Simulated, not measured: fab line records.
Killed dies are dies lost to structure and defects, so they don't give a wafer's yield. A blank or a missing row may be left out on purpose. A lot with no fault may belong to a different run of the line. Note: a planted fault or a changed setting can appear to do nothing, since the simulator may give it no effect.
fab line records    flow rit-cmos
[record] lots = 5  wafers = 15  last-day = 19
route steps=202 shown SILICIDE@167 CONTACT@168 M1@184
lots with no fault: from the same line, run without faults
start-h: the number of hours between the record's first day and the start of the first shown wafer of the lot    wait-h: how many hours have passed since the lot's step before this one    " repeats the value in the row above    L1.1+2: a row that stands for several wafers    - either no value or no given start    * or withheld: withheld    < > ~ a bound
route shown NAME@n: NAME is a module with steps in the file, n the number in the route of the first one    usual: average and standard deviation across the fault-free wafers    same: alike in all rows    chamber/n: place in a boat    sites: the reading at each site    _std_site: how widely they spread, as a standard deviation    _edge_site: mean of outer sites minus mean of inner sites    radius-mm: for every site, how far away it sits from the centre of the wafer    mask NAME#n: copy n    behind: the last tool/chamber to shape the wafer    hold: the reason the lot was held/the length of the hold in hours/how it ended    device: the n, p or np transistor that did not switch    end of line: tests run on the same wafers once the route is complete    where a step has no rows: the recipe by itself    killed: not the wafer's yield, but the dies lost to structure and defects at the first sort    map: a wafer's dies, marking killed ones x, the rest . and places with no die _
set.NAME: the setting the step ran with; set.NAME@STEP: the setting that earlier step ran with    model.NAME: the simulator's own value behind a step, which no gauge read
a table for each step, a row for each wafer; lots at some steps of the route
services: from which hour (start-h, from the record's first day; less than 0 if before it) a tool's chamber was out of use, for how many hours, and why
[[steps]]
[step RIT_SILICIDE_RTA_06]
[recipe] temp-c = 750  time-s = 10  idle-temp-c = 25  ramp-up-s = 5  ramp-down-s = 10  cool-to-c = 25  ambient = N2
[usual] wafer_temp_C_max = 755.3/1.1
lot.wafer  tool           chamber  start-h  wait-h  wafer_temp_C_max
L643.2     rtp-anneal-02  0        83.16    0.0     756.0
L643.3     "              0        "        "       756.5
L643.6     "              0        "        "       754.1
L648.1     rtp-anneal-01  0        112.08   0.0     754.5
L648.2     "              0        "        "       753.6
L648.6     "              0        "        "       756.4
L652.1     rtp-anneal-01  0        131.05   0.0     754.2
L652.3     "              0        "        "       754.5
L652.6     "              0        "        "       756.8
L657.2     rtp-anneal-02  0        150.43   0.0     755.8
L657.4     "              0        "        "       756.9
L657.5     "              0        "        "       754.6
L660.1     rtp-anneal-01  0        442.91   0.0     755.2
L660.3     "              0        "        "       754.2
L660.6     "              0        "        "       755.2
[step RIT_CONTACT_CVD_00]
[recipe] material = SiO2  target-thk-nm = 400  precursor = TEOS  temp-c = 390  time-s = 61  rf-w = 400
[usual] heater-power-w = 326/56  susceptor-temp-C = 389.99/0.22
lot.wafer  tool      chamber  start-h  wait-h  heater-power-w  susceptor-temp-C
L643.2     pecvd-01  0        83.21    0.0     270             390.27
L643.3     "         2        "        "       339             390.31
L643.6     "         0        "        "       190             390.19
L648.1     pecvd-02  2        112.15   0.1     310             389.96
L648.2     "         0        "        "       373             390.00
L648.6     "         1        "        "       235             390.28
L652.1     pecvd-01  0        131.12   0.1     215             389.97
L652.3     "         2        "        "       395             389.75
L652.6     "         0        "        "       227             390.09
L657.2     pecvd-03  0        150.49   0.0     288             390.48
L657.4     "         0        "        "       291             390.21
L657.5     "         2        "        "       305             390.08
L660.1     pecvd-03  1        442.98   0.1     387             390.11
L660.3     "         1        "        "       403             389.82
L660.6     "         0        "        "       285             390.04
[step RIT_CONTACT_THK_MEAS_01]
[recipe] reads = SiO2_of_CONTACT_CVD_00
[usual] CONTACT_TEOS_THK = 400/5.5
lot.wafer  tool           chamber  start-h  wait-h  CONTACT_TEOS_THK[nm]
L643.2     film-metro-04  -        83.27    0.0     404
L643.3     "              -        "        "       395
L643.6     "              -        "        "       408
L648.1     film-metro-02  -        112.20   0.0     403
L648.2     "              -        "        "       401
L648.6     "              -        "        "       408
L652.1     film-metro-02  -        131.17   0.0     400
L652.3     "              -        "        "       393
L652.6     "              -        "        "       405
L657.2     film-metro-04  -        150.55   0.0     406
L657.4     "              -        "        "       411
L657.5     "              -        "        "       400
L660.1     film-metro-01  -        443.06   0.1     383
L660.3     "              -        "        "       395
L660.6     "              -        "        "       406
[step RIT_CONTACT_HMDS_02]
[recipe] prime-time-s = 60  prime-temp-c = 140
[step RIT_CONTACT_COAT_03]
[recipe] resist = NOVOLAK  spin-rpm = 3250  resist-thk-nm = 1000
[step RIT_CONTACT_SOFTBAKE_04]
[recipe] resist = NOVOLAK  temp-c = 90  time-s = 60
[step RIT_CONTACT_EXPOSE_05]
[recipe] mask-id = M11  na = 0.6  source-shape = conventional  sigma-outer = 0.5  target-cd-nm = 1000  dose-mj = 250
[step RIT_CONTACT_PEB_06]
[recipe] resist = NOVOLAK  temp-c = withheld  time-s = withheld
[step RIT_CONTACT_DEVELOP_07]
[recipe] resist = NOVOLAK  develop-time-s = 120  dev-temp-c = 23
[step RIT_CONTACT_CD_MEAS_08]
[recipe] target-cd-nm = 1000
[usual] cd-nm = 1000.4/2.5
lot.wafer  tool       chamber  start-h  wait-h  cd-nm
L643.2     cd-sem-01  -        84.50    -       1000.7
L643.3     "          -        "        "       1000.0
L643.6     "          -        "        "       998.7
L648.1     cd-sem-02  -        113.35   -       1000.0
L648.2     "          -        "        "       1001.1
L648.6     "          -        "        "       999.9
L652.1     cd-sem-01  -        132.33   -       1002.5
L652.3     "          -        "        "       1001.2
L652.6     "          -        "        "       1001.6
L657.2     cd-sem-01  -        151.59   -       1000.5
L657.4     "          -        "        "       999.5
L657.5     "          -        "        "       999.2
L660.1     cd-sem-02  -        444.55   -       999.3
L660.3     "          -        "        "       999.9
L660.6     "          -        "        "       1001.6
[step RIT_CONTACT_OVL_MEAS_09]
[usual] CONTACT_OVL = -0.9/1.2
lot.wafer  tool        chamber  start-h  wait-h  CONTACT_OVL[nm]
L643.2     overlay-02  -        84.61    0.1     1.2
L643.3     "           -        "        "       -0.1
L643.6     "           -        "        "       -0.4
L648.1     overlay-02  -        113.47   0.1     -0.1
L648.2     "           -        "        "       1.4
L648.6     "           -        "        "       0.0
L652.1     overlay-02  -        132.45   0.1     -1.0
L652.3     "           -        "        "       -0.8
L652.6     "           -        "        "       -0.2
L657.2     overlay-01  -        151.69   0.1     -1.2
L657.4     "           -        "        "       -2.5
L657.5     "           -        "        "       -2.0
L660.1     overlay-01  -        444.67   0.1     -1.2
L660.3     "           -        "        "       -0.7
L660.6     "           -        "        "       -2.6
[step RIT_CONTACT_HARDBAKE_10]
[recipe] resist = NOVOLAK  temp-c = 140  time-s = 60
[step RIT_CONTACT_ETCH_11]
[recipe] target-depth-a = 4800  over-etch-frac = 0.2  stop-on = TiSi2  chemistry = CHF3/CF4/Ar  target = SiO2  CHF3_flow_sccm = 50  cf4-flow-sccm = 10  Ar_flow_sccm = 100  O2_flow_sccm = 5  pressure-mtorr = 100  rf-w = 200  time-s = 320
[usual] drypump-motor-current-A = 5.8/0.62  oes-product-au = 0.993/0.016  throttle-valve-pct = 8.89/0.15
lot.wafer  tool         chamber  start-h  wait-h  drypump-motor-current-A  oes-product-au  rf-hours-counter-h  throttle-valve-pct  model.etch.depth-nm  model.CONTACT.feature-depth-nm  model.NOVOLAK_of_CONTACT_COAT_03.thk-nm
L643.2     rie-diel-03  2        84.79    0.1     5.2                      1.000           159                 8.85                404                  404                             766.8
L643.3     "            3        "        "       5.8                      0.963           9                   8.99                395.1                395.1                           772.9
L643.6     "            2        "        "       5.2                      1.000           -                   8.86                408.1                408.1                           766.8
L648.1     rie-diel-02  3        113.65   0.1     5.5                      0.995           87                  8.90                402.7                402.7                           760.4
L648.2     "            0        "        "       5.6                      0.984           17                  8.85                401.3                401.3                           768.5
L648.6     "            2        "        "       5.4                      0.972           -                   9.14                408.7                408.7                           768
L652.1     rie-diel-04  1        132.64   0.1     5.0                      1.005           9                   8.67                400.1                400.1                           765.8
L652.3     "            2        "        "       5.0                      1.012           71                  9.10                392.7                392.7                           768.1
L652.6     "            3        "        "       6.4                      0.972           -                   8.90                405.4                405.4                           767.2
L657.2     rie-diel-03  0        151.87   0.1     6.7                      0.991           6                   8.73                334.2                334.2                           798
L657.4     "            2        "        "       5.2                      1.002           1                   8.86                410.7                410.7                           764.7
L657.5     "            1        "        "       6.2                      1.006           -                   8.81                399.5                399.5                           759.1
L660.1     rie-diel-02  0        444.85   0.1     5.6                      0.976           23                  8.86                383.4                383.4                           771.9
L660.3     "            1        "        "       6.4                      0.989           14                  9.09                394.4                394.4                           773.5
L660.6     "            2        "        "       5.3                      0.970           -                   9.14                405.8                405.8                           770.8
[step RIT_CONTACT_STRIP_12]
[recipe] chemistry = O2  time-s = 180  resist = NOVOLAK  platen-temp-c = withheld  power-w = 500  pressure-mtorr = 4000  o2-flow-sccm = 4000
[usual] drypump-motor-current-A = 6.1/0.42
lot.wafer  tool             chamber  start-h  wait-h  drypump-motor-current-A  rf-hours-counter-h
L643.2     plasma-asher-03  1        84.98    0.1     6.3                      45
L643.3     "                1        "        "       6.3                      -
L643.6     "                0        "        "       6.8                      -
L648.1     plasma-asher-03  1        113.85   0.1     6.3                      48
L648.2     "                0        "        "       6.8                      48
L648.6     "                0        "        "       6.8                      -
L652.1     plasma-asher-03  1        132.84   0.1     6.3                      51
L652.3     "                0        "        "       6.8                      -
L652.6     "                1        "        "       6.4                      -
L657.2     plasma-asher-03  0        152.07   0.1     6.8                      52
L657.4     "                1        "        "       6.3                      -
L657.5     "                0        "        "       6.8                      -
L660.1     plasma-asher-02  0        445.05   0.1     5.7                      2
L660.3     "                1        "        "       5.8                      -
L660.6     "                0        "        "       5.6                      -
[step RIT_CONTACT_CD_MEAS_90]
[recipe] target-cd-nm = 1000
[usual] cd-nm = 1000.4/2.5
lot.wafer  tool       chamber  start-h  wait-h  cd-nm
L643.2     cd-sem-01  -        85.18    0.1     1000.8
L643.3     "          -        "        "       1000.6
L643.6     "          -        "        "       998.5
L648.1     cd-sem-02  -        114.02   0.1     1000.1
L648.2     "          -        "        "       1001.4
L648.6     "          -        "        "       999.8
L652.1     cd-sem-02  -        133.01   0.1     1002.3
L652.3     "          -        "        "       1001.2
L652.6     "          -        "        "       1001.6
L657.2     cd-sem-02  -        152.26   0.1     999.2
L657.4     "          -        "        "       999.2
L657.5     "          -        "        "       999.5
L660.1     cd-sem-02  -        445.22   0.1     999.9
L660.3     "          -        "        "       999.7
L660.6     "          -        "        "       1001.5
[step RIT_CONTACT_CLEAN_13]
[recipe] chemistry = SC1  mix = 3:3:50  time-s = 600  temp-c = 75
[step RIT_CONTACT_CLEAN_14]
[recipe] chemistry = SC2  mix = 3:3:50  time-s = 600  temp-c = 75  dry = n2-spin
[step RIT_M1_SPUTTER_00]
[recipe] material = Al  target-thk-nm = 400  power-w = 2000  chamber-pressure-pa = 0.4  gas = Ar  time-s = 500  substrate-temp-c = 25
[usual] throttle-valve-pct = 29.9/0.93
lot.wafer  tool            chamber  start-h  wait-h  throttle-valve-pct
L643.2     pvd-sputter-03  -        85.63    0.0     31.1
L643.3     "               -        "        "       28.8
L643.6     "               -        "        "       31.3
L648.1     pvd-sputter-03  -        114.70   0.0     28.6
L648.2     "               -        "        "       31.3
L648.6     "               -        "        "       28.3
L652.1     pvd-sputter-02  -        133.50   0.0     29.1
L652.3     "               -        "        "       30.8
L652.6     "               -        "        "       29.0
L657.4     pvd-sputter-01  -        152.71   0.0     30.0
L657.5     "               -        "        "       29.0
L660.1     pvd-sputter-02  -        445.71   0.0     29.1
L660.3     "               -        "        "       30.8
L660.6     "               -        "        "       30.9
[step RIT_M1_RS_MEAS_01]
[recipe] thk-meas-gauge = four-point-probe  reads = Al_of_M1_SPUTTER_00
[usual] M1_AL_RS = 0.0738/0.00088
lot.wafer  tool           chamber  start-h  wait-h  M1_AL_RS[ohm/sq]
L643.2     film-metro-04  -        85.94    0.2     0.0728
L643.3     "              -        "        "       0.0724
L643.6     "              -        "        "       0.0727
L648.1     film-metro-01  -        114.99   0.1     0.0742
L648.2     "              -        "        "       0.0738
L648.6     "              -        "        "       0.0733
L652.1     film-metro-03  -        133.79   0.1     0.0731
L652.3     "              -        "        "       0.0744
L652.6     "              -        "        "       0.0730
L657.4     film-metro-04  -        153.07   0.2     0.0742
L657.5     "              -        "        "       0.0731
L660.1     film-metro-04  -        446.00   0.1     0.0755
L660.3     "              -        "        "       0.0755
L660.6     "              -        "        "       0.0742
[step RIT_M1_THK_MEAS_02]
[recipe] thk-meas-gauge = xrf  reads = Al_of_M1_SPUTTER_00
[usual] M1_AL_THK = 391/4.8
lot.wafer  tool           chamber  start-h  wait-h  M1_AL_THK[nm]
L643.2     film-metro-04  -        86.05    0.1     397
L643.3     "              -        "        "       399
L643.6     "              -        "        "       396
L648.1     film-metro-01  -        115.11   0.1     384
L648.2     "              -        "        "       384
L648.6     "              -        "        "       388
L652.1     film-metro-03  -        133.91   0.1     397
L652.3     "              -        "        "       393
L652.6     "              -        "        "       398
L657.4     film-metro-04  -        153.16   0.1     390
L657.5     "              -        "        "       398
L660.1     film-metro-04  -        446.12   0.1     382
L660.3     "              -        "        "       382
L660.6     "              -        "        "       391
[step RIT_M1_HMDS_03]
[recipe] prime-time-s = 60  prime-temp-c = 140
[step RIT_M1_COAT_04]
[recipe] resist = NOVOLAK  spin-rpm = 2000  resist-thk-nm = 1300
[step RIT_M1_SOFTBAKE_05]
[recipe] resist = NOVOLAK  temp-c = 90  time-s = 60
[step RIT_M1_EXPOSE_06]
[recipe] mask-id = M12  na = 0.6  source-shape = conventional  sigma-outer = 0.5  target-cd-nm = 2600  dose-mj = 250
[step RIT_M1_PEB_07]
[recipe] resist = NOVOLAK  temp-c = withheld  time-s = withheld
[step RIT_M1_DEVELOP_08]
[recipe] resist = NOVOLAK  develop-time-s = 68  dev-temp-c = 23
[step RIT_M1_CD_MEAS_09]
[recipe] target-cd-nm = 2600
[usual] cd-nm = 2599.8/2.6
lot.wafer  tool       chamber  start-h  wait-h  cd-nm
L643.2     cd-sem-01  -        87.00    -       2593.8
L643.3     "          -        "        "       2595.7
L643.6     "          -        "        "       2596.8
L648.1     cd-sem-02  -        116.05   -       2602.9
L648.2     "          -        "        "       2601.9
L648.6     "          -        "        "       2602.3
L652.1     cd-sem-02  -        135.07   -       2599.6
L652.3     "          -        "        "       2597.4
L652.6     "          -        "        "       2595.8
L657.4     cd-sem-02  -        154.28   -       2599.0
L657.5     "          -        "        "       2599.8
L660.1     cd-sem-01  -        447.17   -       2596.0
L660.3     "          -        "        "       2596.6
L660.6     "          -        "        "       2597.2
[step RIT_M1_OVL_MEAS_10]
[usual] M1_OVL = -0.5/1.3
lot.wafer  tool        chamber  start-h  wait-h  M1_OVL[nm]
L643.2     overlay-02  -        87.11    0.1     1.8
L643.3     "           -        "        "       0.6
L643.6     "           -        "        "       -0.3
L648.1     overlay-02  -        116.17   0.1     -2.0
L648.2     "           -        "        "       -0.9
L648.6     "           -        "        "       -1.7
L652.1     overlay-02  -        135.19   0.1     0.8
L652.3     "           -        "        "       2.0
L652.6     "           -        "        "       0.3
L657.4     overlay-01  -        154.36   0.1     -1.8
L657.5     "           -        "        "       -1.5
L660.1     overlay-01  -        447.29   0.1     0.7
L660.3     "           -        "        "       0.4
L660.6     "           -        "        "       -0.2
[step RIT_M1_HARDBAKE_11]
[recipe] resist = NOVOLAK  temp-c = 140  time-s = 120
[step RIT_M1_METAL_ETCH_12]
[recipe] stop-on = SiO2  chemistry = Cl2/BCl3  target = Al  time-s = 165  over-etch-frac = 0.5  pressure-mtorr = 100  target-depth-a = 6000  rf-w = 250  Cl2_flow_sccm = 60  bcl3-flow-sccm = 50
[usual] drypump-motor-current-A = 5.7/0.41  oes-product-au = 0.778/0.016  throttle-valve-pct = 8.30/0.11
lot.wafer  tool          chamber  start-h  wait-h  drypump-motor-current-A  oes-product-au  rf-hours-counter-h  throttle-valve-pct
L643.2     rie-metal-03  1        87.39    0.2     5.0                      0.771           3                   8.46
L643.3     "             1        "        "       5.0                      0.758           -                   8.46
L643.6     "             0        "        "       5.7                      0.799           -                   8.40
L648.1     rie-metal-04  0        116.72   0.2     6.3                      0.784           32                  8.29
L648.2     "             1        "        "       5.7                      0.769           33                  8.13
L648.6     "             1        "        "       5.7                      0.766           -                   8.12
L652.1     rie-metal-03  1        135.47   0.2     5.0                      0.753           3                   8.47
L652.3     "             1        "        "       5.0                      0.749           -                   8.44
L652.6     "             1        "        "       5.0                      0.765           -                   8.47
L657.4     rie-metal-03  1        154.68   0.1     5.0                      0.749           -                   8.43
L657.5     "             0        "        "       5.7                      0.790           -                   8.39
L660.1     rie-metal-04  1        447.57   0.2     5.7                      0.769           3                   8.10
L660.3     "             1        "        "       5.7                      0.777           -                   8.11
L660.6     "             1        "        "       5.7                      0.785           -                   8.12
[step RIT_M1_STRIP_13]
[recipe] chemistry = nmp  resist = NOVOLAK  temp-c = 80  time-s = 600  dry = n2-spin
[step RIT_M1_STRIP_14]
[recipe] chemistry = O2  time-s = 180  platen-temp-c = withheld  power-w = 500  pressure-mtorr = 4000  o2-flow-sccm = 4000
[step RIT_M1_CD_MEAS_90]
[recipe] target-cd-nm = 2600
[usual] cd-nm = 2601/3.7
lot.wafer  tool       chamber  start-h  wait-h  cd-nm
L643.2     cd-sem-01  -        87.92    0.1     2595
L643.3     "          -        "        "       2598
L643.6     "          -        "        "       2600
L648.1     cd-sem-01  -        117.44   0.1     2604
L648.2     "          -        "        "       2602
L648.6     "          -        "        "       2601
L652.1     cd-sem-01  -        135.98   0.1     2601
L652.3     "          -        "        "       2599
L652.6     "          -        "        "       2598
L657.4     cd-sem-02  -        155.20   0.1     2601
L657.5     "          -        "        "       2602
L660.1     cd-sem-01  -        448.26   0.1     2598
L660.3     "          -        "        "       2598
L660.6     "          -        "        "       2598
[step RIT_M1_ANNEAL_15]
[recipe] temp-c = 450  time-s = 1800  ambient = forming_gas_H2N2
[step RIT_M1_BOW_MEAS_16]
[recipe] mode = bow
[usual] M1_BOW = 17/6.7
lot.wafer  tool           chamber  start-h  wait-h  M1_BOW[um]
L643.2     film-metro-03  -        89.54    0.0     22
L643.3     "              -        "        "       10
L643.6     "              -        "        "       11
L648.1     film-metro-03  -        120.35   0.0     6
L648.2     "              -        "        "       26
L648.6     "              -        "        "       14
L652.1     film-metro-01  -        137.60   0.0     11
L652.3     "              -        "        "       28
L652.6     "              -        "        "       24
L657.4     film-metro-04  -        156.82   0.1     14
L657.5     "              -        "        "       20
L660.1     film-metro-03  -        449.88   0.0     23
L660.3     "              -        "        "       17
L660.6     "              -        "        "       22
[step RIT_M1_PROBE_99]
[usual] killed-at-contacts = 0.1/0.27  killed-at-front-end = 6/3  killed-dies = 7/3  killed-on-rim = 1.7/1.4  killed-open = 3.1/2  killed-short = 3.4/2
[same] gross-dies = 264  killed_at_M0_to_M3 = 0  killed_at_M4_up = 0  killed-at-back-side = 0  killed-at-other = 0
lot.wafer  tool       chamber  start-h  wait-h  killed-at-contacts  killed-at-front-end  killed-dies  killed-on-rim  killed-open  killed-short
L657.2     prober-02  -        156.93   0.1     260                 4                    264          70             0            4
L657.5     prober-02  -        157.08   0.2     0                   4                    4            0              0            4
// killed by level:class
L657.2 CONTACT:area-etch=260 FOX1:geometric-particle:short=2 SPACER:geometric-particle:short=2
L657.5 SPACER:geometric-particle:short=2 FOX1:geometric-particle:short=1 GATE:geometric-particle:short=1
// map L657.2 (x killed, . not)
________xxxxxxx_______
_____xxxxxxxxxxxxx____
____xxxxxxxxxxxxxxx___
___xxxxxxxxxxxxxxxxx__
__xxxxxxxxxxxxxxxxxxx_
__xxxxxxxxxxxxxxxxxxx_
_xxxxxxxxxxxxxxxxxxxxx
_xxxxxxxxxxxxxxxxxxxxx
_xxxxxxxxxxxxxxxxxxxxx
_xxxxxxxxxxxxxxxxxxxxx
__xxxxxxxxxxxxxxxxxxx_
__xxxxxxxxxxxxxxxxxxx_
___xxxxxxxxxxxxxxxxx__
____xxxxxxxxxxxxxxx___
_____xxxxxxxxxxxxx____
________xxxxxxx_______
// map L643.2 (x killed, . not)
________......._______
_____...........x.____
____.........x.....___
___.................__
__..................._
__..................._
_......x......x.x.....
_.........x...........
_.....................
_..............x.....x
__.........x........._
__..................._
___.................__
____...............___
_____.............____
________......._______
[[services]]
tool             chamber  start-h  hours  kind
rie-metal-04     -        69.41    2.8    pm
pvd-sputter-03   -        85.99    0.6    repair
pvd-sputter-03   -        97.40    8.0    repair
rie-diel-03      0        112.56   7.1    repair
pvd-sputter-02   -        126.24   7.0    repair
rie-diel-02      -        126.93   28.1   pm
pecvd-03         -        133.40   1.8    repair
rie-metal-04     -        136.12   20.0   pm
rie-metal-03     0        140.68   10.3   repair
pvd-sputter-02   -        150.76   13.1   repair
rie-diel-02      3        157.63   5.5    repair
pecvd-03         2        159.42   8.5    repair
rie-metal-04     0        174.67   2.4    repair
pvd-sputter-03   -        181.97   2.9    repair
pecvd-03         2        197.78   16.6   repair
rie-metal-04     1        201.49   4.7    repair
pecvd-03         1        214.86   2.2    repair
rie-metal-03     0        232.56   10.1   repair
rie-diel-03      0        236.01   6.1    repair
rie-diel-02      -        278.67   2.8    pm
rtp-anneal-02    -        283.62   3.8    pm
rie-diel-02      1        319.43   3.4    repair
pecvd-03         1        325.98   4.6    repair
plasma-asher-03  -        373.70   14.6   pm
[[key]]
[first-sign] step = RIT_M1_PROBE_99  reading = killed-at-contacts  direction = up  sigmas = 99+  usual = 0.1  struck = 260
[effect] step = RIT_M1_PROBE_99  reading = killed-dies  direction = up  sigmas = 85  usual = 7  struck = 264
[model-effect] step = RIT_CONTACT_ETCH_11  value = etch.depth-nm  without = 406.4  struck = 334.2
[more-kills-born-at] RIT_CONTACT_ETCH_11@rie-diel-03 = 260
met-at RIT_CONTACT_ETCH_11
struck-wafers L657.2
later-rows-left-out L657.2
tester-left-out L657
[fault] kind = process-parameter-drift  tool = rie-diel-03  chamber = 0  onset-h = 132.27  steps = RIT_CONTACT_ETCH_11  channel = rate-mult  offset = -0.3  shape = step  end-h = 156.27
// tester-left-out: of these lots the tester's yield and bins aren't shown, on N5 and GAA mostly nor the transistor test; their killed dies are dies lost to structure and defects alone, not to doping, threshold or leakage, so they don't give the yield
// later-rows-left-out: the simulator's readings of these wafers behind a module that went badly wrong aren't trusted and aren't shown, but for the sort
